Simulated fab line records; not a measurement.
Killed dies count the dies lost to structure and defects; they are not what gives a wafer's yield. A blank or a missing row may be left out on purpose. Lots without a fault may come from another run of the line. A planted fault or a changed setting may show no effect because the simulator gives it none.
Shared-tool check / flow berkeley_cmos170 / Lots sampled 13, wafers sampled 42

WHY THIS WAS OPENED
At UCB170_GATE_CD_MEAS_12 the reading cd_nm is flagged on 1 of 13 lots. Fault-free wafers read 350.6 nm, with a standard deviation of 1.6.
Rule: flag the lot when none of its wafers has a number, or when each of its wafers that has one lies beyond 4 standard deviations from that mean. The rest of the lots are taken to be sound.

lot=L485; measured=day 7 09:30; on=cd_sem-01; cd_nm (nm), wafer by wafer=350.7 352.5 351.4; flag=
lot=L484; measured=day 7 10:13; on=cd_sem-02; cd_nm (nm), wafer by wafer=351.2 351.1 351.2; flag=
lot=L487; measured=day 7 19:05; on=cd_sem-02; cd_nm (nm), wafer by wafer=353.0 350.7 353.3; flag=
lot=L490; measured=day 8 05:49; on=cd_sem-02; cd_nm (nm), wafer by wafer=351.2 351.8 350.2; flag=
lot=L492; measured=day 9 08:49; on=cd_sem-02; cd_nm (nm), wafer by wafer=352.6 352.0 353.1; flag=
lot=L498; measured=day 9 16:43; on=cd_sem-02; cd_nm (nm), wafer by wafer=348.4 347.3 349.0; flag=
lot=L496; measured=day 9 16:56; on=cd_sem-01; cd_nm (nm), wafer by wafer=349.6 349.5 350.8; flag=
lot=L495; measured=day 9 17:35; on=cd_sem-01; cd_nm (nm), wafer by wafer=350.4 350.4 350.1; flag=
lot=L502; measured=day 10 10:26; on=cd_sem-02; cd_nm (nm), wafer by wafer=348.8 350.5 349.3; flag=
lot=L503; measured=day 10 10:26; on=cd_sem-01; cd_nm (nm), wafer by wafer=374.6 374.6 374.8 374.4 374.1 375.4; flag=FLAGGED
lot=L499; measured=day 10 10:59; on=cd_sem-02; cd_nm (nm), wafer by wafer=351.5 350.4 351.2; flag=
lot=L500; measured=day 10 21:50; on=cd_sem-01; cd_nm (nm), wafer by wafer=349.7 350.6 350.3; flag=
lot=L506; measured=day 11 08:08; on=cd_sem-02; cd_nm (nm), wafer by wafer=349.6 351.8 350.4; flag=
Average over the flagged lots: 374.6 nm; offset from the usual +24.0 nm, equal to +15 standard deviations.

TOOL THAT RAN EACH LOT
The record holds 1 process step before the reading, out of a route of 331 steps. Each cell gives the tool, then ch followed by the chambers the sampled wafers passed through, then the start.
lot=L485; flag=; UCB170_GATE_EXPOSE_09=krf_scanner-01 ch 0, day 7 09:04
lot=L484; flag=; UCB170_GATE_EXPOSE_09=krf_scanner-01 ch 0, day 7 09:34
lot=L487; flag=; UCB170_GATE_EXPOSE_09=krf_scanner-02 ch 0, day 7 18:41
lot=L490; flag=; UCB170_GATE_EXPOSE_09=krf_scanner-02 ch 0, day 8 04:48
lot=L492; flag=; UCB170_GATE_EXPOSE_09=krf_scanner-01 ch 0, day 9 07:56
lot=L498; flag=; UCB170_GATE_EXPOSE_09=krf_scanner-01 ch 0, day 9 15:25
lot=L496; flag=; UCB170_GATE_EXPOSE_09=krf_scanner-02 ch 0, day 9 15:37
lot=L495; flag=; UCB170_GATE_EXPOSE_09=krf_scanner-01 ch 0, day 9 16:31
lot=L502; flag=; UCB170_GATE_EXPOSE_09=krf_scanner-02 ch 0, day 10 09:56
lot=L503; flag=FLAGGED; UCB170_GATE_EXPOSE_09=krf_scanner-02 ch 0, day 10 09:51
lot=L499; flag=; UCB170_GATE_EXPOSE_09=krf_scanner-02 ch 0, day 10 10:12
lot=L500; flag=; UCB170_GATE_EXPOSE_09=krf_scanner-02 ch 0, day 10 21:24
lot=L506; flag=; UCB170_GATE_EXPOSE_09=krf_scanner-02 ch 0, day 11 07:14
What the steps here do:
- UCB170_GATE_EXPOSE_09: exposes mask POLY, target cd 350 nm.
- UCB170_GATE_CD_MEAS_12: target cd 350 nm.

FLAGGED OVER TOTAL, TOOL BY TOOL (the gauges that took the reading come last)
step=UCB170_GATE_EXPOSE_09; tool=krf_scanner-01; lots run=5; flagged=0; share of the flagged lots=none; sound lots run after its first flagged lot=-
step=UCB170_GATE_EXPOSE_09; tool=krf_scanner-02; lots run=8; flagged=1; share of the flagged lots=all; sound lots run after its first flagged lot=4 (L502,L499,L500,L506)
step=UCB170_GATE_CD_MEAS_12; tool=cd_sem-01; lots run=5; flagged=1; share of the flagged lots=all; sound lots run after its first flagged lot=1 (L500)
step=UCB170_GATE_CD_MEAS_12; tool=cd_sem-02; lots run=8; flagged=0; share of the flagged lots=none; sound lots run after its first flagged lot=-

WHAT THE TABLE PERMITS
In 2 table rows, all flagged lots were run: krf_scanner-02 (UCB170_GATE_EXPOSE_09), cd_sem-01 (UCB170_GATE_CD_MEAS_12).
- krf_scanner-02 at UCB170_GATE_EXPOSE_09 ran 8 lots, 1 of them flagged. Sound lots ran on it after the first flagged one (L502, L499, L500, L506), which a lasting fault on the whole tool wouldn't allow.
- cd_sem-01 at UCB170_GATE_CD_MEAS_12 ran 5 lots, 1 of them flagged. Sound lots ran on it after the first flagged one (L500), which a lasting fault on the whole tool wouldn't allow.
Every row of the table either missed a flagged lot or ran a sound lot after the first.

WHAT THE SIMULATOR HAD PUT IN
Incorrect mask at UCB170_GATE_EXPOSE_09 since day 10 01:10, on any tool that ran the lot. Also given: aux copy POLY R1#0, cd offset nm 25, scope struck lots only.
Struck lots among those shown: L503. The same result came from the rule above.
